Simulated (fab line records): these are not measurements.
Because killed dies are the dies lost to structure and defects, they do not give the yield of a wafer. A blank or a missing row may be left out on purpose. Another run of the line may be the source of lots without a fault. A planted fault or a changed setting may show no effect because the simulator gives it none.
What tool caused it? / flow rit_cmos / Sampling: 7 lots, 21 wafers, 4 of 202 route steps

## WHAT THE GAUGES SHOWED, per wafer
RIT_SDANNEAL_RS_MEAS_06: measures by four-point-probe.
lot=L683; measured=day 3 09:17; on=film_metro-02; PLDD_RS (ohm/sq)=178.1 178.5 177.9
lot=L685; measured=day 3 19:20; on=film_metro-04; PLDD_RS (ohm/sq)=179.1 178.8 178.7
lot=L687; measured=day 4 04:00; on=film_metro-04; PLDD_RS (ohm/sq)=178.4 178.6 178.6
lot=L691; measured=day 4 22:55; on=film_metro-03; PLDD_RS (ohm/sq)=178.7 178.1 178.1
lot=L697; measured=day 6 05:47; on=film_metro-03; PLDD_RS (ohm/sq)=177.9 178.0 178.5
lot=L701; measured=day 7 01:22; on=film_metro-03; PLDD_RS (ohm/sq)=178.7 179.0 178.5
lot=L704; measured=day 7 16:39; on=film_metro-02; PLDD_RS (ohm/sq)=178.3 178.6 178.3

## TOOL THAT RAN EACH LOT (tool first, then ch and the chambers of the sampled wafers, then the start)
lot=L683; RIT_NRETRO_SOFTBAKE_02=litho_track-04 ch 0, day 2 11:18; RIT_PRETRO_STRIP_09=plasma_asher-04 ch 0,1, day 2 13:58; RIT_SDANNEAL_RTA_03=rtp_anneal-01 ch 0, day 3 08:59
lot=L685; RIT_NRETRO_SOFTBAKE_02=litho_track-02 ch 0, day 2 20:20; RIT_PRETRO_STRIP_09=plasma_asher-02 ch 0,1, day 2 23:31; RIT_SDANNEAL_RTA_03=rtp_anneal-01 ch 0, day 3 19:01
lot=L687; RIT_NRETRO_SOFTBAKE_02=litho_track-01 ch 0, day 3 06:57; RIT_PRETRO_STRIP_09=plasma_asher-01 ch 0,1, day 3 09:37; RIT_SDANNEAL_RTA_03=rtp_anneal-01 ch 0, day 4 03:40
lot=L691; RIT_NRETRO_SOFTBAKE_02=litho_track-04 ch 0, day 4 01:38; RIT_PRETRO_STRIP_09=plasma_asher-01 ch 0,1, day 4 04:24; RIT_SDANNEAL_RTA_03=rtp_anneal-01 ch 0, day 4 22:37
lot=L697; RIT_NRETRO_SOFTBAKE_02=litho_track-04 ch 0, day 5 08:02; RIT_PRETRO_STRIP_09=plasma_asher-04 ch 0,1, day 5 11:11; RIT_SDANNEAL_RTA_03=rtp_anneal-01 ch 0, day 6 05:26
lot=L701; RIT_NRETRO_SOFTBAKE_02=litho_track-01 ch 0, day 6 03:09; RIT_PRETRO_STRIP_09=plasma_asher-01 ch 0,1, day 6 06:01; RIT_SDANNEAL_RTA_03=rtp_anneal-01 ch 0, day 7 01:04
lot=L704; RIT_NRETRO_SOFTBAKE_02=litho_track-02 ch 0, day 6 19:11; RIT_PRETRO_STRIP_09=plasma_asher-04 ch 0,1, day 6 22:17; RIT_SDANNEAL_RTA_03=rtp_anneal-02 ch 0, day 7 16:20
- RIT_NRETRO_SOFTBAKE_02: time 60 s.
- RIT_PRETRO_STRIP_09: strips in O2, time 180 s.
- RIT_SDANNEAL_RTA_03: time 5 s.

## THE ANSWER, worked out from the rows above alone
Rule: the usual values come from the lots themselves. The widest of any qualifying gaps counts: lots, ordered by their means at a reading, are off when they make up no more than a third of the lots, leave a main group of 4 or more, and stand apart from it by 3 or more times the standard deviation of that group's means. Not used: any main group whose means are identical at the precision the tables above print for the reading. Also off: a lot with no number at a reading for which 4 or more lots have one. All remaining lots with rows at the step are treated as sound.
No lot is off at any reading shown: from this, nothing can be told.

## WHAT THE SIMULATOR HAD PUT IN
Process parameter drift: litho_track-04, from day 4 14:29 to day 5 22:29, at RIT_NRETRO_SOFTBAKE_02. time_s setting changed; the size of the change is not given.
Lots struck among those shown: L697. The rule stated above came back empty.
